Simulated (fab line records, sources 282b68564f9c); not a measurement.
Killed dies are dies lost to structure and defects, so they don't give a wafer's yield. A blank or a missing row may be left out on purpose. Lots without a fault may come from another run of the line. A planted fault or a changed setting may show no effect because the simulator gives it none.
Which tool did it? | flow rit_cmos | 6 lots, 18 wafers sampled, at 2 steps of a route of 202

WHAT THE GAUGES READ, wafer by wafer
RIT_ACTIVE_CD_MEAS_11: target cd 1400 nm.
lot  | measured    | on        | cd_nm (nm)
L790 | day 1 20:29 | cd_sem-02 | 1400.1 1399.8 1400.5
L793 | day 2 13:44 | cd_sem-02 | 1399.9 1399.6 1400.0
L798 | day 3 12:34 | cd_sem-02 | 1393.3 1394.8 1392.5
L805 | day 4 22:59 | cd_sem-01 | 1400.5 1400.6 1400.3
L809 | day 5 19:16 | cd_sem-02 | 1401.4 1401.9 1400.7
L811 | day 6 04:37 | cd_sem-01 | 1403.1 1403.8 1403.2

WHICH TOOL RAN EACH LOT (tool, then ch and the chambers of the sampled wafers, then the start)
lot  | RIT_ACTIVE_DEVELOP_10
L790 | litho_track-03 ch 0, day 1 20:00
L793 | litho_track-01 ch 0, day 2 13:00
L798 | litho_track-01 ch 0, day 3 12:00
L805 | litho_track-02 ch 0, day 4 22:00
L809 | litho_track-02 ch 0, day 5 19:00
L811 | litho_track-02 ch 0, day 6 04:00
- RIT_ACTIVE_DEVELOP_10: develop time 50 s.

THE ANSWER, worked out from the rows above alone
Rule: what is usual is taken from the lots themselves. Put in order of their means at a reading, lots are off if they are a third of the lots or fewer, leave a main group of 4 or more, and stand apart from it by a gap of 3 or more times the standard deviation of the main group's means; of several such gaps the widest counts. A main group whose means are all the same, to the digits that the tables above print for the reading, isn't used. A lot without any number at a reading at which 4 lots or more have one is off too. The other lots that the step has rows for count as sound.
Off: L798, at RIT_ACTIVE_CD_MEAS_11 (cd_nm). The main group: mean 1401.0 nm, standard deviation 1.3.
A tool fits if, at a process step before that reading, it ran every lot that is off, and no sound lot after the first of them. The gauges at RIT_ACTIVE_CD_MEAS_11 are tried like those tools. One fits: litho_track-01 at RIT_ACTIVE_DEVELOP_10. Its last sound lot is L793 (day 2 13:00), its first lot that is off L798 (day 3 12:00): a fault that began between those two fits.

WHAT THE SIMULATOR HAD PUT IN
Process parameter drift: litho_track-01, from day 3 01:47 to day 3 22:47, at RIT_ACTIVE_DEVELOP_10. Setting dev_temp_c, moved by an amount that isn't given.
Lots struck among those shown: L798. The rule above found the same.
